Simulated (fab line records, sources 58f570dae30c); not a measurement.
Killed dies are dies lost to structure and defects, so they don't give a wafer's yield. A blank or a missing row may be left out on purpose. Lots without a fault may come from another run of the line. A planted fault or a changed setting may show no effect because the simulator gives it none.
A struck lot beside a sound one | flow berkeley_cmos170 | 14 steps out of a route of 331
Sound: wafers L601.1, L601.2, L601.4. Struck: wafers L607.1, L607.5, L607.6. The cause comes at the end.
At each step with rows: each side's tool, then ch and its chambers, then its first start. Under that, the readings that differ: sound wafers | struck wafers | difference of the means | sigmas: that difference in standard deviations of wafers without a fault.
alike: readings whose means differ by less than 2 such deviations, and words and numbers that are the same on both sides. not compared: withheld readings, readings that some wafer has no value for, bounds like >300 that may hide the same value, and numbers for which the record gives no deviation and whose values overlap.
The two part at a step that has a row with sigmas, a row that says differs or no value, or rows on one side only. Numbers that don't overlap but have no deviation are shown without sigmas and don't part them. A reading that every wafer of one side lacks parts them only if that side has two wafers or more.

UCB170_V1_BOW_MEAS_03:
  sound on film_metro-01, day 7 00:11; struck on film_metro-01, day 8 10:00
  alike: V1_BOW
UCB170_V1_THK_MEAS_04:
  sound on film_metro-01, day 7 00:18; struck on film_metro-01, day 8 10:07
  alike: V1_POLISHED_THK
then, 7 steps without rows for these wafers: UCB170_V1_CLEAN_05 (cleans in DIW); UCB170_V1_HMDS_06 (prime time 60 s); UCB170_V1_COAT_07 (resist thk 900 nm); UCB170_V1_SOFTBAKE_08 (time 60 s); UCB170_V1_EXPOSE_09 (exposes mask VIA1, target cd 700 nm); UCB170_V1_PEB_10; UCB170_V1_DEVELOP_11 (develop time 45 s).
UCB170_V1_CD_MEAS_12: target cd 700 nm.
  sound on cd_sem-02, day 7 01:50; struck on cd_sem-02, day 8 12:22
  alike: cd_nm
UCB170_V1_OVL_MEAS_13:
  sound on overlay-01, day 7 01:58; struck on overlay-01, day 8 12:29
  alike: V1_OVL
UCB170_V1_ETCH_14: etches SiO2 in CHF3/CF4/Ar, stops on Al, target depth 1250 nm, time 291 s.
  sound on rie_diel-03 ch 0,1,2, day 7 02:00; struck on rie_diel-02 ch 2,3, day 8 12:31
  alike: CHF3_flow_sccm, drypump_motor_current_A, oes_product_au, rf_fwd_power_W, throttle_valve_pct
  not compared: rf_hours_counter_h
UCB170_V1_STRIP_15: strips in O2.
  sound on plasma_asher-02 ch 0,1, day 7 02:10; struck on plasma_asher-03 ch 0,1, day 8 12:42
  no value came back on the struck wafers for chamber_pressure_mTorr (mTorr), drypump_motor_current_A (A), oes_product_au (a.u.), strip_time_to_endpoint_s (s); on the sound wafers chamber_pressure_mTorr (mTorr) reads 3496 3502 3503
  reading                             | sound | struck            | difference | sigmas
  model.KrF_of_V1_COAT_07.thk_nm (nm) | 0 0 0 | 617.6 618.9 605.5 | +614.0     |
  not compared: rf_hours_counter_h
UCB170_V1_CD_MEAS_90: target cd 700 nm.
  sound on cd_sem-01, day 7 02:16; struck on cd_sem-01, day 8 12:48
  alike: cd_nm

WHERE THEY PART
Only at UCB170_V1_STRIP_15, within this record. Later steps at which nothing parts them and some readings are alike: UCB170_V1_CD_MEAS_90.

WHY: what the simulator had put in
Skipped step whole: plasma_asher-03, from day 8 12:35 on, at UCB170_V1_STRIP_15. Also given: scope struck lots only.
